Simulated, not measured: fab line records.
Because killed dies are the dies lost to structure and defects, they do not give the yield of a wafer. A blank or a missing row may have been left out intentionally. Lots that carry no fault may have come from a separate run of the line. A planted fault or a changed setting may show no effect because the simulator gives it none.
What tool caused it?    flow berkeley-cmos170    at 1 step of a route of 331, 15 lots with 45 wafers sampled

## WHAT THE GAUGES SHOWED, per wafer
The record lacks any reading of a measuring or inspecting step that a usual standard deviation could be used to judge.

## WHAT TOOL EACH LOT RAN ON (gives the tool, then ch and the chambers of the sampled wafers, and finally the start)
lot   UCB170_CONTACT_EXPOSE_12
L740  krf-scanner-02 ch 0, day 7 01:53
L742  krf-scanner-02 ch 0, day 7 15:50
L745  krf-scanner-02 ch 0, day 8 09:46
L744  krf-scanner-02 ch 0, day 8 10:15
L748  krf-scanner-01 ch 0, day 9 01:24
L752  krf-scanner-01 ch 0, day 9 14:38
L750  krf-scanner-01 ch 0, day 9 15:59
L753  krf-scanner-02 ch 0, day 9 16:22
L756  krf-scanner-01, day 10 10:25
L758  krf-scanner-01, day 10 23:42
L759  krf-scanner-02, day 11 06:35
L760  krf-scanner-02 ch 0, day 11 10:30
L761  krf-scanner-02 ch 0, day 11 10:35
L762  krf-scanner-02 ch 0, day 11 15:19
L763  krf-scanner-02 ch 0, day 11 17:41
- UCB170_CONTACT_EXPOSE_12: exposes mask CONT, target cd 700 nm.

## AS READ BY THE TOOLS THEMSELVES (means over the sampled wafers that have a number; for cases with no such wafer, the mark the record gives instead)
UCB170_CONTACT_EXPOSE_12. Usual: exposure-dose-mJ-cm2 34.98, standard deviation 0.035; focus-offset-nm 0.1 nm, standard deviation 0.53; reticle-temp-C 23.01 C, standard deviation 0.11.
lot   tool            exposure-dose-mJ-cm2  focus-offset-nm (nm)  reticle-temp-C (C)  flag
L740  krf-scanner-02  34.98                 0.1                   23.07               
L742  krf-scanner-02  34.93                 -0.2                  23.11               
L745  krf-scanner-02  35.02                 0.3                   22.94               
L744  krf-scanner-02  34.94                 -0.1                  23.13               
L748  krf-scanner-01  35.00                 -0.5                  23.16               
L752  krf-scanner-01  35.03                 0.4                   23.10               
L750  krf-scanner-01  34.99                 0.3                   22.95               
L753  krf-scanner-02  34.98                 0.3                   22.96               
L756  krf-scanner-01  -                     -                     -                   OFF
L758  krf-scanner-01  -                     -                     -                   OFF
L759  krf-scanner-02  -                     -                     -                   OFF
L760  krf-scanner-02  35.05                 0.4                   23.07               
L761  krf-scanner-02  34.99                 0.2                   22.93               
L762  krf-scanner-02  34.99                 -0.2                  22.89               
L763  krf-scanner-02  34.96                 0.8                   23.08               

## THE ANSWER, worked out from the rows above alone
Rule: take the mean of a lot's wafers that have a number; if it is more than 3 standard deviations from the usual mean, the lot is off. A lot without any number at a reading at which 4 lots or more have one is off too. Where the step has rows for the other lots, those lots are counted as sound. First the gauges in route order, then the tools' own readings, where a lot's mean is used as printed above. The first step at which some lot is off is used, and at that step the reading that is off furthest; a lot without a number counts as furthest.
Off, at UCB170_CONTACT_EXPOSE_12 on exposure-dose-mJ-cm2: L756, L758, L759. Without a number there: L756, L758, L759.
A tool fits if, at that step or a process step before it, it ran every lot that is off, and no sound lot after the first of them. Of those tried, none fits.

## WHAT THE SIMULATOR PUT IN
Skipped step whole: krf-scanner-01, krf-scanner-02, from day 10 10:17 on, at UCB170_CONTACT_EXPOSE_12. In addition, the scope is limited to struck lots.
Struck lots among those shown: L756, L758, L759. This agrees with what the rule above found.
